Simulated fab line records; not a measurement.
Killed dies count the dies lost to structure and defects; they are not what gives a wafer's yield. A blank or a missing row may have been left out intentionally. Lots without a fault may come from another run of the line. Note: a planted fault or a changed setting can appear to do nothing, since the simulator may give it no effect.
One fault seen from 2 desks ; flow ritCmos ; each desk holds nothing but its own numbers, with what lay behind them at the end

## METROLOGY DESK
Means of the sampled wafers that have a number, per lot and without regard to the tool the lot ran on: this is what the gauges read. Any lot whose mean is over 4 standard deviations away from the usual mean is out of limits and marked OUT; that distance is given in the brackets.
Columns: A = ACTIVE_NITRIDE_THK at RIT_ACTIVE_THK_MEAS_04, usual 149.5 nm; B = cdNm at RIT_ACTIVE_CD_MEAS_11, usual 1399.6 nm; C = NRETRO_OVL at RIT_NRETRO_OVL_MEAS_06, usual -0.2 nm
lot;first seen here;A;B;C
L578;day 1 13:57;148.8;1399.0;-0.1
L579;day 1 18:50;151.1;1400.4;0.8
L580;day 2 00:48;151.8;1398.3;-0.7
L583;day 2 15:37;150.7;1399.9;-1.1
L586;day 3 05:32;151.1;1400.1;0.3
L588;day 3 17:19;150.3;1398.2;-1.7
L590;day 4 03:15;151.2;1400.2;-0.5
L591;day 4 06:49;148.9;1403.8;1.4
L592;day 4 11:44;151.8;1396.3;-2.4
L593;day 4 16:47;148.0;1401.4;0.9
L595;day 5 02:32;150.9;1398.1;-1.5
L596;day 5 07:32;149.3;1402.9;0.9
L597;day 5 13:21;147.7;1401.5;-1.1
L599;day 6 03:47;147.8;1399.5;-0.7
This desk found nothing out of limits on any of the 14 lots.

## AT THE TOOL OWNER'S DESK: lithoTrack-03
Per lot that ran on this tool, the mean of the sampled wafers carrying a number, from the tool's own readings at RIT_NWELL_SOFTBAKE_02 (time 60 s). Any lot whose mean is over 4 standard deviations away from the usual mean is out of limits and marked OUT; that distance is given in the brackets.
Columns: A = heaterPowerTotalW at RIT_NWELL_SOFTBAKE_02, usual 34.56 W; B = plateTempC at RIT_NWELL_SOFTBAKE_02, usual 90.01 C
lot;first seen here;A;B
L580;day 2 07:23;34.59;90.03
L588;day 3 23:34;33.78 (-15) OUT;88.63 (-11) OUT
L590;day 4 09:31;33.70 (-17) OUT;88.65 (-10) OUT
Finding of this desk: L588, L590 out of limits; the first was L588 at day 3 23:34, on heaterPowerTotalW at RIT_NWELL_SOFTBAKE_02. Within limits: L580.

## BROUGHT TOGETHER
On L588, L590, at day 3 23:34, an alarm was possible from the tool owner's desk.
At the metrology desk, nothing out of limits was observed.
The metrology desk holds a record of L588, L590, inside its limits.
Of the lots named, all ran RIT_NWELL_SOFTBAKE_02 on lithoTrack-03.

## WHAT HAD BEEN PUT IN BY THE SIMULATOR
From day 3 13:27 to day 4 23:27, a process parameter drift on lithoTrack-03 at RIT_NWELL_SOFTBAKE_02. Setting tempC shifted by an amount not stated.
Lots struck among those shown: L588, L590.
How many hours passed from the start of the fault until each desk's first out-of-limits reading: the tool owner's desk, 10.
